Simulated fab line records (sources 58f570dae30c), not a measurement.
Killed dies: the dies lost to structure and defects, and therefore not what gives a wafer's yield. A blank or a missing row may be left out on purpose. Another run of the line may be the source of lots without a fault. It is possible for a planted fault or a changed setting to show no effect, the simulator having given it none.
Which tool is to blame? / flow berkeley cmos170 / 14 lots with 42 wafers sampled at 7 steps, on a route of 331 steps

== WHAT THE GAUGES SHOWED, per wafer ==
UCB170_PWELL_THK_MEAS_06.
lot=L847; measured=day 3 06:53; on=film metro-04; PWELL_NITRIDE_THK (nm)=219.4 217.2 217.8
lot=L846; measured=day 3 06:53; on=film metro-01; PWELL_NITRIDE_THK (nm)=219.7 219.1 218.6
lot=L848; measured=day 3 13:43; on=film metro-04; PWELL_NITRIDE_THK (nm)=218.6 220.3 218.6
lot=L849; measured=day 3 13:43; on=film metro-03; PWELL_NITRIDE_THK (nm)=222.5 222.5 220.0
lot=L851; measured=day 4 10:46; on=film metro-03; PWELL_NITRIDE_THK (nm)=218.4 218.3 218.0
lot=L852; measured=day 4 10:46; on=film metro-01; PWELL_NITRIDE_THK (nm)=217.2 216.9 218.2
lot=L853; measured=day 4 10:46; on=film metro-04; PWELL_NITRIDE_THK (nm)=220.7 220.7 219.6
lot=L854; measured=day 5 00:47; on=film metro-04; PWELL_NITRIDE_THK (nm)=221.4 220.1 224.0
lot=L855; measured=day 5 07:23; on=film metro-04; PWELL_NITRIDE_THK (nm)=221.3 219.3 222.2
lot=L860; measured=day 6 02:13; on=film metro-04; PWELL_NITRIDE_THK (nm)=218.9 220.1 220.5
lot=L861; measured=day 6 17:26; on=film metro-04; PWELL_NITRIDE_THK (nm)=218.4 219.0 218.9
lot=L862; measured=day 6 17:26; on=film metro-03; PWELL_NITRIDE_THK (nm)=218.4 220.9 218.8
lot=L866; measured=day 7 07:13; on=film metro-03; PWELL_NITRIDE_THK (nm)=222.2 221.8 220.6
lot=L869; measured=day 8 19:23; on=film metro-03; PWELL_NITRIDE_THK (nm)=217.0 219.5 217.4

UCB170_WELLDRIVE_THK_MEAS_02.
lot=L847; measured=day 3 19:35; on=film metro-02; WELLDRIVE_OXIDE_THK (nm)=193 195 195
lot=L846; measured=day 4 03:05; on=film metro-04; WELLDRIVE_OXIDE_THK (nm)=202 209 207
lot=L848; measured=day 4 03:04; on=film metro-03; WELLDRIVE_OXIDE_THK (nm)=202 205 200
lot=L849; measured=day 4 03:04; on=film metro-02; WELLDRIVE_OXIDE_THK (nm)=198 202 200
lot=L851; measured=day 5 05:22; on=film metro-04; WELLDRIVE_OXIDE_THK (nm)=199 198 201
lot=L852; measured=day 5 05:22; on=film metro-03; WELLDRIVE_OXIDE_THK (nm)=195 198 195
lot=L853; measured=day 5 05:22; on=film metro-02; WELLDRIVE_OXIDE_THK (nm)=195 192 197
lot=L854; measured=day 5 13:38; on=film metro-04; WELLDRIVE_OXIDE_THK (nm)=197 198 196
lot=L855; measured=day 5 21:07; on=film metro-04; WELLDRIVE_OXIDE_THK (nm)=205 202 203
lot=L860; measured=day 6 18:29; on=film metro-02; WELLDRIVE_OXIDE_THK (nm)=198 199 200
lot=L861; measured=day 7 07:26; on=film metro-03; WELLDRIVE_OXIDE_THK (nm)=195 198 196
lot=L862; measured=day 7 07:26; on=film metro-04; WELLDRIVE_OXIDE_THK (nm)=197 198 197
lot=L866; measured=day 7 23:37; on=film metro-02; WELLDRIVE_OXIDE_THK (nm)=196 201 198
lot=L869; measured=day 9 08:24; on=film metro-04; WELLDRIVE_OXIDE_THK (nm)=196 199 195

UCB170_GATE_CD_MEAS_90: target cd 350 nm.
lot=L847; measured=day 6 22:37; on=cd sem-02; cd nm (nm)=349.9 349.7 349.5
lot=L846; measured=day 7 08:19; on=cd sem-02; cd nm (nm)=349.9 348.7 349.8
lot=L848; measured=day 7 08:23; on=cd sem-02; cd nm (nm)=348.6 348.5 350.0
lot=L849; measured=day 7 08:31; on=cd sem-02; cd nm (nm)=351.8 352.4 350.9
lot=L851; measured=day 9 00:41; on=cd sem-02; cd nm (nm)=351.4 350.1 351.6
lot=L852; measured=day 9 00:34; on=cd sem-02; cd nm (nm)=351.0 350.1 348.9
lot=L853; measured=day 9 00:56; on=cd sem-01; cd nm (nm)=348.7 348.6 346.8
lot=L854; measured=day 9 08:07; on=cd sem-01; cd nm (nm)=350.5 352.5 350.8
lot=L855; measured=day 9 07:51; on=cd sem-01; cd nm (nm)=349.2 349.6 350.7
lot=L860; measured=day 10 15:58; on=cd sem-01; cd nm (nm)=348.7 347.2 347.2
lot=L861; measured=day 11 02:49; on=cd sem-01; cd nm (nm)=350.9 349.9 350.5
lot=L862; measured=day 11 02:35; on=cd sem-01; cd nm (nm)=347.6 347.6 348.8
lot=L866; measured=day 11 11:52; on=cd sem-01; cd nm (nm)=348.4 350.4 349.5
lot=L869; measured=day 12 14:55; on=cd sem-01; cd nm (nm)=351.2 350.8 349.9

UCB170_NSD_TW_MEAS_10.
lot=L847; measured=day 7 13:43; on=film metro-03; NSD_TW=4147 4148 4140
lot=L846; measured=day 8 03:43; on=film metro-02; NSD_TW=4207 4192 4200
lot=L848; measured=day 8 03:49; on=film metro-01; NSD_TW=4171 4167 4168
lot=L849; measured=day 8 03:58; on=film metro-03; NSD_TW=4142 4149 4154
lot=L851; measured=day 9 16:31; on=film metro-03; NSD_TW=4167 4141 4153
lot=L852; measured=day 9 16:27; on=film metro-02; NSD_TW=4242 4219 4209
lot=L853; measured=day 9 16:15; on=film metro-01; NSD_TW=4181 4191 4183
lot=L854; measured=day 9 20:11; on=film metro-02; NSD_TW=4213 4210 4179
lot=L855; measured=day 9 19:23; on=film metro-02; NSD_TW=4192 4212 4219
lot=L860; measured=day 11 04:55; on=film metro-01; NSD_TW=4372 4318 4344
lot=L861; measured=day 11 16:37; on=film metro-03; NSD_TW=4318 4324 4323
lot=L862; measured=day 11 16:21; on=film metro-02; NSD_TW=4182 4196 4174
lot=L866; measured=day 12 04:51; on=film metro-02; NSD_TW=4168 4153 4165
lot=L869; measured=day 13 05:40; on=film metro-01; NSD_TW=4155 4174 4152

UCB170_SDANNEAL_RS_MEAS_03: the measuring method here is four-point-probe.
lot=L847; measured=day 7 15:05; on=film metro-03; NSD_RS (ohm/sq)=37.28 37.32 37.25
lot=L846; measured=day 8 04:56; on=film metro-03; NSD_RS (ohm/sq)=37.34 37.36 37.29
lot=L848; measured=day 8 05:04; on=film metro-02; NSD_RS (ohm/sq)=37.38 37.43 37.46
lot=L849; measured=day 8 05:22; on=film metro-01; NSD_RS (ohm/sq)=37.25 37.31 37.24
lot=L851; measured=day 9 18:10; on=film metro-03; NSD_RS (ohm/sq)=37.14 37.12 37.17
lot=L852; measured=day 9 18:09; on=film metro-02; NSD_RS (ohm/sq)=37.23 37.35 37.36
lot=L853; measured=day 9 17:41; on=film metro-03; NSD_RS (ohm/sq)=37.24 37.24 37.38
lot=L854; measured=day 9 21:28; on=film metro-03; NSD_RS (ohm/sq)=37.27 37.23 37.17
lot=L855; measured=day 9 20:53; on=film metro-01; NSD_RS (ohm/sq)=37.39 37.30 37.24
lot=L860; measured=day 11 06:07; on=film metro-02; NSD_RS (ohm/sq)=36.02 36.02 36.13
lot=L861; measured=day 11 18:15; on=film metro-02; NSD_RS (ohm/sq)=35.84 35.93 35.85
lot=L862; measured=day 11 17:37; on=film metro-02; NSD_RS (ohm/sq)=37.39 37.35 37.31
lot=L866; measured=day 12 08:15; on=film metro-01; NSD_RS (ohm/sq)=37.33 37.49 37.33
lot=L869; measured=day 13 07:14; on=film metro-01; NSD_RS (ohm/sq)=37.22 37.15 37.20

== WHICH TOOL RAN EACH LOT (tool, then ch and the chambers of the sampled wafers, then the start) ==
lot=L847; UCB170_NSD_IMPLANT_08=implanter-02 ch 0, day 7 13:30; UCB170_NSD_STRIP_09=plasma asher-03 ch 0,1, day 7 13:38
lot=L846; UCB170_NSD_IMPLANT_08=implanter-02 ch 0, day 8 03:29; UCB170_NSD_STRIP_09=plasma asher-02 ch 0,1, day 8 03:37
lot=L848; UCB170_NSD_IMPLANT_08=implanter-03 ch 0, day 8 03:34; UCB170_NSD_STRIP_09=plasma asher-03 ch 0,1, day 8 03:43
lot=L849; UCB170_NSD_IMPLANT_08=implanter-01 ch 0, day 8 03:43; UCB170_NSD_STRIP_09=plasma asher-02 ch 0,1, day 8 03:52
lot=L851; UCB170_NSD_IMPLANT_08=implanter-02 ch 0, day 9 16:16; UCB170_NSD_STRIP_09=plasma asher-03 ch 0,1, day 9 16:25
lot=L852; UCB170_NSD_IMPLANT_08=implanter-03 ch 0, day 9 16:12; UCB170_NSD_STRIP_09=plasma asher-01 ch 0,1, day 9 16:21
lot=L853; UCB170_NSD_IMPLANT_08=implanter-01 ch 0, day 9 16:00; UCB170_NSD_STRIP_09=plasma asher-02 ch 0,1, day 9 16:09
lot=L854; UCB170_NSD_IMPLANT_08=implanter-02 ch 0, day 9 19:56; UCB170_NSD_STRIP_09=plasma asher-02 ch 0,1, day 9 20:04
lot=L855; UCB170_NSD_IMPLANT_08=implanter-01 ch 0, day 9 19:08; UCB170_NSD_STRIP_09=plasma asher-02 ch 0,1, day 9 19:17
lot=L860; UCB170_NSD_IMPLANT_08=implanter-03 ch 0, day 11 04:40; UCB170_NSD_STRIP_09=plasma asher-02 ch 0,1, day 11 04:49
lot=L861; UCB170_NSD_IMPLANT_08=implanter-03 ch 0, day 11 16:23; UCB170_NSD_STRIP_09=plasma asher-01 ch 0,1, day 11 16:31
lot=L862; UCB170_NSD_IMPLANT_08=implanter-02 ch 0, day 11 16:07; UCB170_NSD_STRIP_09=plasma asher-02 ch 0,1, day 11 16:14
lot=L866; UCB170_NSD_IMPLANT_08=implanter-01 ch 0, day 12 04:38; UCB170_NSD_STRIP_09=plasma asher-03 ch 0,1, day 12 04:46
lot=L869; UCB170_NSD_IMPLANT_08=implanter-01 ch 0, day 13 05:25; UCB170_NSD_STRIP_09=plasma asher-03 ch 1, day 13 05:34
- UCB170_NSD_IMPLANT_08
- UCB170_NSD_STRIP_09: strips in O2.

== AS READ BY THE TOOLS THEMSELVES (means over the sampled wafers that have a number; for cases with no such wafer, the mark the record gives instead) ==
UCB170_NSD_IMPLANT_08.
lot=L847; tool=implanter-02; beam energy keV=39.990
lot=L846; tool=implanter-02; beam energy keV=40.002
lot=L848; tool=implanter-03; beam energy keV=39.994
lot=L849; tool=implanter-01; beam energy keV=40.004
lot=L851; tool=implanter-02; beam energy keV=39.989
lot=L852; tool=implanter-03; beam energy keV=40.005
lot=L853; tool=implanter-01; beam energy keV=40.003
lot=L854; tool=implanter-02; beam energy keV=40.013
lot=L855; tool=implanter-01; beam energy keV=39.999
lot=L860; tool=implanter-03; beam energy keV=45.205
lot=L861; tool=implanter-03; beam energy keV=45.201
lot=L862; tool=implanter-02; beam energy keV=40.001
lot=L866; tool=implanter-01; beam energy keV=40.011
lot=L869; tool=implanter-01; beam energy keV=40.007

UCB170_NSD_STRIP_09.
lot=L847; tool=plasma asher-03; drypump motor current A (A)=5.2; oes product au (a.u.)=0.532; strip time to endpoint s (s)=35.94
lot=L846; tool=plasma asher-02; drypump motor current A (A)=6.0; oes product au (a.u.)=0.531; strip time to endpoint s (s)=35.75
lot=L848; tool=plasma asher-03; drypump motor current A (A)=5.2; oes product au (a.u.)=0.537; strip time to endpoint s (s)=35.86
lot=L849; tool=plasma asher-02; drypump motor current A (A)=5.6; oes product au (a.u.)=0.535; strip time to endpoint s (s)=35.95
lot=L851; tool=plasma asher-03; drypump motor current A (A)=5.6; oes product au (a.u.)=0.535; strip time to endpoint s (s)=35.92
lot=L852; tool=plasma asher-01; drypump motor current A (A)=5.5; oes product au (a.u.)=0.534; strip time to endpoint s (s)=35.92
lot=L853; tool=plasma asher-02; drypump motor current A (A)=5.6; oes product au (a.u.)=0.534; strip time to endpoint s (s)=35.90
lot=L854; tool=plasma asher-02; drypump motor current A (A)=5.6; oes product au (a.u.)=0.535; strip time to endpoint s (s)=35.92
lot=L855; tool=plasma asher-02; drypump motor current A (A)=5.7; oes product au (a.u.)=0.538; strip time to endpoint s (s)=35.87
lot=L860; tool=plasma asher-02; drypump motor current A (A)=5.6; oes product au (a.u.)=0.517; strip time to endpoint s (s)=37.53
lot=L861; tool=plasma asher-01; drypump motor current A (A)=5.8; oes product au (a.u.)=0.518; strip time to endpoint s (s)=37.80
lot=L862; tool=plasma asher-02; drypump motor current A (A)=5.7; oes product au (a.u.)=0.534; strip time to endpoint s (s)=35.88
lot=L866; tool=plasma asher-03; drypump motor current A (A)=5.2; oes product au (a.u.)=0.534; strip time to endpoint s (s)=35.76
lot=L869; tool=plasma asher-03; drypump motor current A (A)=4.9; oes product au (a.u.)=0.530; strip time to endpoint s (s)=35.79

== THE ANSWER, worked out from the rows above alone ==
Rule: the lots themselves supply what counts as usual. Put in order of their means at a reading, lots are off if they are a third of the lots or fewer, leave a main group of 4 or more, and stand apart from it by a gap of 3 or more times the standard deviation of the main group's means; of several such gaps the widest counts. The tables above print the reading to a certain number of digits; a main group whose means all agree to those digits is not used. A lot without any number at a reading at which 4 lots or more have one is off too. Any other lot the step has rows for is counted as sound. First the gauges in route order, then the tools' own readings, where a lot's mean is used as printed above. At the first step where some lot is off, the reading lying furthest off is the one used; lots without a number count as furthest.
Off: L860, L861, at UCB170_NSD_TW_MEAS_10 (NSD_TW). For the main group the mean is 4178 and the standard deviation 25.
If a tool, at a process step before that reading, ran all the lots that are off and no sound lot after the first of them, it fits. Not tried: the gauges at UCB170_NSD_TW_MEAS_10; whatever is off there is also off at UCB170_SDANNEAL_RS_MEAS_03, on other tools, and gauge error can't account for it. One fits: UCB170_NSD_IMPLANT_08 on implanter-03. A fault onset in the window from L852 (day 9 16:12, its last sound lot) to L860 (day 11 04:40, its first lot off) fits.
The tool's own readings at UCB170_NSD_IMPLANT_08 bear it out: on the lots that are off they differ by more than 5 times the standard deviation of the sound lots' means. beam energy keV reads 45.203 there against 40.002 on the sound lots.

== WHAT THE SIMULATOR HAD PUT IN ==
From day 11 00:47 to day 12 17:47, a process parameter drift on implanter-03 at UCB170_NSD_IMPLANT_08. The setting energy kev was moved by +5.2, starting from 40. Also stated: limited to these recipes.
Lots struck among those shown: L860, L861. The rule above reached the same finding.
